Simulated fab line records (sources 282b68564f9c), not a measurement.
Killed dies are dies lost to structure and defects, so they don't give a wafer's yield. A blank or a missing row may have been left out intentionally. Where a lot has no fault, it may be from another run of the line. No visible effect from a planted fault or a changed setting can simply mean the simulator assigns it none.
Which of the tools did it? | flow rit-cmos | 14 lots (42 wafers sampled), 1 step of a 202-step route

== WHAT EACH GAUGE READ, for each wafer ==
The record lacks any reading of a measuring or inspecting step that a usual standard deviation could be used to judge.

== EACH LOT AND THE TOOL THAT RAN IT (in order: tool; ch and the chambers of the sampled wafers; start) ==
lot  | RIT_FOX2_OXIDATION_00
L160 | furnace-02 ch 0, day 1 23:59
L162 | furnace-02 ch 0, day 2 03:48
L163 | furnace-03 ch 0, day 2 14:56
L164 | furnace-03 ch 0, day 2 16:15
L165 | furnace-03 ch 0, day 2 19:18
L167 | furnace-02 ch 0, day 3 08:06
L171 | furnace-03, day 4 01:48
L172 | furnace-02, day 4 07:17
L174 | furnace-02 ch 0, day 4 20:41
L177 | furnace-04 ch 0, day 5 15:28
L178 | furnace-04 ch 0, day 5 15:28
L179 | furnace-03 ch 0, day 5 19:22
L181 | furnace-02 ch 0, day 6 08:08
L183 | furnace-03 ch 0, day 6 12:01
- RIT_FOX2_OXIDATION_00: target thk 350.7 nm, ox time 1130 s.

== AS READ BY THE TOOLS THEMSELVES (means over the sampled wafers that have a number; for cases with no such wafer, the mark the record gives instead) ==
RIT_FOX2_OXIDATION_00.
lot  | tool       | ox-temp-c (C) | ox-temp-c-max
L160 | furnace-02 | 1100.3        | 1105.8
L162 | furnace-02 | 1100.2        | 1105.9
L163 | furnace-03 | 1100.3        | 1108.3
L164 | furnace-03 | 1099.8        | 1109.6
L165 | furnace-03 | 1099.4        | 1110.0
L167 | furnace-02 | 1100.5        | 1105.5
L171 | furnace-03 | -             | -
L172 | furnace-02 | -             | -
L174 | furnace-02 | 1099.7        | 1105.6
L177 | furnace-04 | 1100.1        | 1105.2
L178 | furnace-04 | 1100.9        | 1105.7
L179 | furnace-03 | 1099.9        | 1108.9
L181 | furnace-02 | 1099.8        | 1105.9
L183 | furnace-03 | 1099.9        | 1109.3

== THE ANSWER, worked out from the rows above alone ==
Rule: usual is defined by the lots themselves. Put in order of their means at a reading, lots are off if they are a third of the lots or fewer, leave a main group of 4 or more, and stand apart from it by a gap of 3 or more times the standard deviation of the main group's means; of several such gaps the widest counts. A main group is skipped when, at the precision printed for the reading in the tables above, its means are all equal. Also off: a lot with no number at a reading for which 4 or more lots have one. Where the step has rows for the other lots, those lots are counted as sound. Order of review: gauges by route order, followed by the tools' own readings, for which a lot's mean as printed above is used. The first step at which some lot is off is used, and at that step the reading that is off furthest; a lot without a number counts as furthest.
Off: L171, L172, at RIT_FOX2_OXIDATION_00 (ox-temp-c). Without a number there: L171, L172. The main group has a mean of 1100.1 C with a standard deviation of 0.39.
If a tool, at that step or one of the process steps before it, ran each lot that is off and ran no sound lot following the first of them, it fits. Not one of the candidates tried fits.

== WHAT HAD BEEN PUT IN BY THE SIMULATOR ==
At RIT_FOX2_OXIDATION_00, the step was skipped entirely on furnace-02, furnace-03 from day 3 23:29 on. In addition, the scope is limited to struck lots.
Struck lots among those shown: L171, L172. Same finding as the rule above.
